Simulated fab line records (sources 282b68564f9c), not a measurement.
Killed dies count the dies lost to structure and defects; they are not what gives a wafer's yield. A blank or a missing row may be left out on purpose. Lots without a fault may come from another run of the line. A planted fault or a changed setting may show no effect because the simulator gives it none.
Which tool is to blame? || flow rit-cmos || 39 wafers from 13 lots sampled at 5 of the route's 202 steps

WHAT THE GAUGES SHOWED, per wafer
RIT_PLDD_OVL_MEAS_06.
{"lot": "L640", "measured": "day 3 01:02", "on": "overlay-02", "PLDD_OVL (nm)": "-2.4 -1.3 -1.9"}
{"lot": "L641", "measured": "day 3 06:22", "on": "overlay-01", "PLDD_OVL (nm)": "-1.5 -2.2 -1.0"}
{"lot": "L643", "measured": "day 3 15:40", "on": "overlay-02", "PLDD_OVL (nm)": "-0.5 -0.5 -1.1"}
{"lot": "L644", "measured": "day 3 19:51", "on": "overlay-02", "PLDD_OVL (nm)": "-0.7 1.8 -1.0"}
{"lot": "L646", "measured": "day 4 07:14", "on": "overlay-02", "PLDD_OVL (nm)": "-1.3 -2.7 -1.9"}
{"lot": "L648", "measured": "day 4 20:02", "on": "overlay-01", "PLDD_OVL (nm)": "0.2 -0.1 2.0"}
{"lot": "L653", "measured": "day 5 18:50", "on": "overlay-02", "PLDD_OVL (nm)": "0.4 0.0 -0.6"}
{"lot": "L656", "measured": "day 6 07:49", "on": "overlay-01", "PLDD_OVL (nm)": "-1.4 -2.7 -0.7"}
{"lot": "L657", "measured": "day 6 12:59", "on": "overlay-01", "PLDD_OVL (nm)": "-0.9 -0.9 0.6"}
{"lot": "L658", "measured": "day 6 18:57", "on": "overlay-01", "PLDD_OVL (nm)": "-0.8 -1.3 -1.3"}
{"lot": "L660", "measured": "day 7 05:39", "on": "overlay-01", "PLDD_OVL (nm)": "0.7 0.8 -0.1"}
{"lot": "L661", "measured": "day 7 08:23", "on": "overlay-02", "PLDD_OVL (nm)": "0.8 -0.2 -1.5"}
{"lot": "L662", "measured": "day 7 14:21", "on": "overlay-02", "PLDD_OVL (nm)": "-1.7 -1.8 -2.2"}

RIT_NSD_TW_MEAS_10.
{"lot": "L640", "measured": "day 3 05:35", "on": "film-metro-02", "NSD_TW": "3114 3098 3103"}
{"lot": "L641", "measured": "day 3 10:48", "on": "film-metro-01", "NSD_TW": "3113 3127 3113"}
{"lot": "L643", "measured": "day 3 20:14", "on": "film-metro-02", "NSD_TW": "3100 3111 3108"}
{"lot": "L644", "measured": "day 4 00:34", "on": "film-metro-01", "NSD_TW": "3132 3142 3132"}
{"lot": "L646", "measured": "day 4 11:54", "on": "film-metro-04", "NSD_TW": "3078 3075 3091"}
{"lot": "L648", "measured": "day 5 01:34", "on": "film-metro-04", "NSD_TW": "3100 3089 3100"}
{"lot": "L653", "measured": "day 5 23:26", "on": "film-metro-04", "NSD_TW": "3114 3115 3113"}
{"lot": "L656", "measured": "day 6 12:29", "on": "film-metro-02", "NSD_TW": "3147 3138 3121"}
{"lot": "L657", "measured": "day 6 17:35", "on": "film-metro-01", "NSD_TW": "3124 3126 3134"}
{"lot": "L658", "measured": "day 6 23:51", "on": "film-metro-01", "NSD_TW": "3140 3132 3128"}
{"lot": "L660", "measured": "day 7 10:07", "on": "film-metro-04", "NSD_TW": "3100 3087 3113"}
{"lot": "L661", "measured": "day 7 12:51", "on": "film-metro-02", "NSD_TW": "3100 3077 3099"}
{"lot": "L662", "measured": "day 7 18:55", "on": "film-metro-02", "NSD_TW": "3121 3113 3112"}

RIT_M1_CD_MEAS_09: the cd target is 2600 nm.
{"lot": "L640", "measured": "day 3 12:09", "on": "cd-sem-02", "cd-nm (nm)": "2597.7 2597.9 2598.1"}
{"lot": "L641", "measured": "day 3 17:35", "on": "cd-sem-02", "cd-nm (nm)": "2601.6 2600.2 2598.6"}
{"lot": "L643", "measured": "day 4 03:02", "on": "cd-sem-01", "cd-nm (nm)": "2596.3 2593.2 2594.7"}
{"lot": "L644", "measured": "day 4 07:32", "on": "cd-sem-02", "cd-nm (nm)": "2603.6 2602.3 2602.3"}
{"lot": "L646", "measured": "day 4 18:46", "on": "cd-sem-02", "cd-nm (nm)": "2246.8 2247.6 2249.0"}
{"lot": "L648", "measured": "day 5 08:55", "on": "cd-sem-01", "cd-nm (nm)": "2597.7 2598.4 2598.2"}
{"lot": "L653", "measured": "day 6 06:32", "on": "cd-sem-01", "cd-nm (nm)": "2599.2 2601.2 2600.7"}
{"lot": "L656", "measured": "day 6 19:20", "on": "cd-sem-01", "cd-nm (nm)": "2596.4 2596.8 2595.9"}
{"lot": "L657", "measured": "day 7 00:08", "on": "cd-sem-02", "cd-nm (nm)": "2599.6 2601.3 2603.5"}
{"lot": "L658", "measured": "day 7 06:28", "on": "cd-sem-01", "cd-nm (nm)": "2600.1 2602.5 2602.9"}
{"lot": "L660", "measured": "day 7 17:11", "on": "cd-sem-02", "cd-nm (nm)": "2602.1 2603.5 2601.9"}
{"lot": "L661", "measured": "day 7 20:30", "on": "cd-sem-01", "cd-nm (nm)": "2599.8 2602.5 2600.6"}
{"lot": "L662", "measured": "day 8 02:15", "on": "cd-sem-01", "cd-nm (nm)": "2594.2 2592.3 2595.0"}

EACH LOT AND THE TOOL THAT RAN IT (in order: tool; ch and the chambers of the sampled wafers; start)
{"lot": "L640", "RIT_CONTACT_STRIP_12": "plasma-asher-02 ch 0,1, day 3 10:07", "RIT_M1_EXPOSE_06": "iline-stepper-01 ch 0, day 3 11:43"}
{"lot": "L641", "RIT_CONTACT_STRIP_12": "plasma-asher-02 ch 0, day 3 15:34", "RIT_M1_EXPOSE_06": "iline-stepper-01 ch 0, day 3 17:09"}
{"lot": "L643", "RIT_CONTACT_STRIP_12": "plasma-asher-04 ch 0,1, day 4 00:52", "RIT_M1_EXPOSE_06": "iline-stepper-02 ch 0, day 4 02:37"}
{"lot": "L644", "RIT_CONTACT_STRIP_12": "plasma-asher-04 ch 0,1, day 4 05:23", "RIT_M1_EXPOSE_06": "iline-stepper-01 ch 0, day 4 07:06"}
{"lot": "L646", "RIT_CONTACT_STRIP_12": "plasma-asher-02 ch 0,1, day 4 16:45", "RIT_M1_EXPOSE_06": "iline-stepper-02 ch 0, day 4 18:20"}
{"lot": "L648", "RIT_CONTACT_STRIP_12": "plasma-asher-02 ch 0,1, day 5 06:31", "RIT_M1_EXPOSE_06": "iline-stepper-01 ch 0, day 5 08:13"}
{"lot": "L653", "RIT_CONTACT_STRIP_12": "plasma-asher-04 ch 0,1, day 6 04:30", "RIT_M1_EXPOSE_06": "iline-stepper-02 ch 0, day 6 06:06"}
{"lot": "L656", "RIT_CONTACT_STRIP_12": "plasma-asher-03 ch 1, day 6 17:04", "RIT_M1_EXPOSE_06": "iline-stepper-02 ch 0, day 6 18:54"}
{"lot": "L657", "RIT_CONTACT_STRIP_12": "plasma-asher-04 ch 0,1, day 6 22:05", "RIT_M1_EXPOSE_06": "iline-stepper-02 ch 0, day 6 23:42"}
{"lot": "L658", "RIT_CONTACT_STRIP_12": "plasma-asher-02 ch 1, day 7 04:27", "RIT_M1_EXPOSE_06": "iline-stepper-02 ch 0, day 7 06:02"}
{"lot": "L660", "RIT_CONTACT_STRIP_12": "plasma-asher-04 ch 0,1, day 7 14:38", "RIT_M1_EXPOSE_06": "iline-stepper-02 ch 0, day 7 16:46"}
{"lot": "L661", "RIT_CONTACT_STRIP_12": "plasma-asher-02 ch 0,1, day 7 18:05", "RIT_M1_EXPOSE_06": "iline-stepper-01 ch 0, day 7 20:04"}
{"lot": "L662", "RIT_CONTACT_STRIP_12": "plasma-asher-02 ch 0,1, day 8 00:04", "RIT_M1_EXPOSE_06": "iline-stepper-01 ch 0, day 8 01:49"}
- RIT_CONTACT_STRIP_12: strips in O2, time 180 s.
- RIT_M1_EXPOSE_06: exposes mask M12, target cd 2600 nm.

AS READ BY THE TOOLS THEMSELVES (means over the sampled wafers that have a number; for cases with no such wafer, the mark the record gives instead)
RIT_CONTACT_STRIP_12.
{"lot": "L640", "tool": "plasma-asher-02", "drypump-motor-current-A (A)": 5.4}
{"lot": "L641", "tool": "plasma-asher-02", "drypump-motor-current-A (A)": 5.7}
{"lot": "L643", "tool": "plasma-asher-04", "drypump-motor-current-A (A)": 5.5}
{"lot": "L644", "tool": "plasma-asher-04", "drypump-motor-current-A (A)": 5.8}
{"lot": "L646", "tool": "plasma-asher-02", "drypump-motor-current-A (A)": 5.1}
{"lot": "L648", "tool": "plasma-asher-02", "drypump-motor-current-A (A)": 5.1}
{"lot": "L653", "tool": "plasma-asher-04", "drypump-motor-current-A (A)": 5.5}
{"lot": "L656", "tool": "plasma-asher-03", "drypump-motor-current-A (A)": 5.9}
{"lot": "L657", "tool": "plasma-asher-04", "drypump-motor-current-A (A)": 5.8}
{"lot": "L658", "tool": "plasma-asher-02", "drypump-motor-current-A (A)": 4.7}
{"lot": "L660", "tool": "plasma-asher-04", "drypump-motor-current-A (A)": 5.7}
{"lot": "L661", "tool": "plasma-asher-02", "drypump-motor-current-A (A)": 5.1}
{"lot": "L662", "tool": "plasma-asher-02", "drypump-motor-current-A (A)": 5.0}

THE ANSWER, worked out from the rows above alone
Rule: usual is defined by the lots themselves. Put in order of their means at a reading, lots are off if they are a third of the lots or fewer, leave a main group of 4 or more, and stand apart from it by a gap of 3 or more times the standard deviation of the main group's means; of several such gaps the widest counts. A main group is skipped when, at the precision printed for the reading in the tables above, its means are all equal. Also off: a lot with no number at a reading for which 4 or more lots have one. Any other lot the step has rows for is counted as sound. After the gauges, taken in route order, come the tools' own readings; for these a lot's mean is taken, as printed above. At the first step where some lot is off, the reading lying furthest off is the one used; lots without a number count as furthest.
Off, at RIT_M1_CD_MEAS_09 on cd-nm: L646. The main group: mean 2599.2 nm, standard deviation 2.9.
If a tool, at a process step before that reading, ran all the lots that are off and no sound lot after the first of them, it fits. Those tools and the gauges at RIT_M1_CD_MEAS_09 are tried in the same way. Not one of the candidates tried fits.

WHAT THE SIMULATOR HAD INSERTED
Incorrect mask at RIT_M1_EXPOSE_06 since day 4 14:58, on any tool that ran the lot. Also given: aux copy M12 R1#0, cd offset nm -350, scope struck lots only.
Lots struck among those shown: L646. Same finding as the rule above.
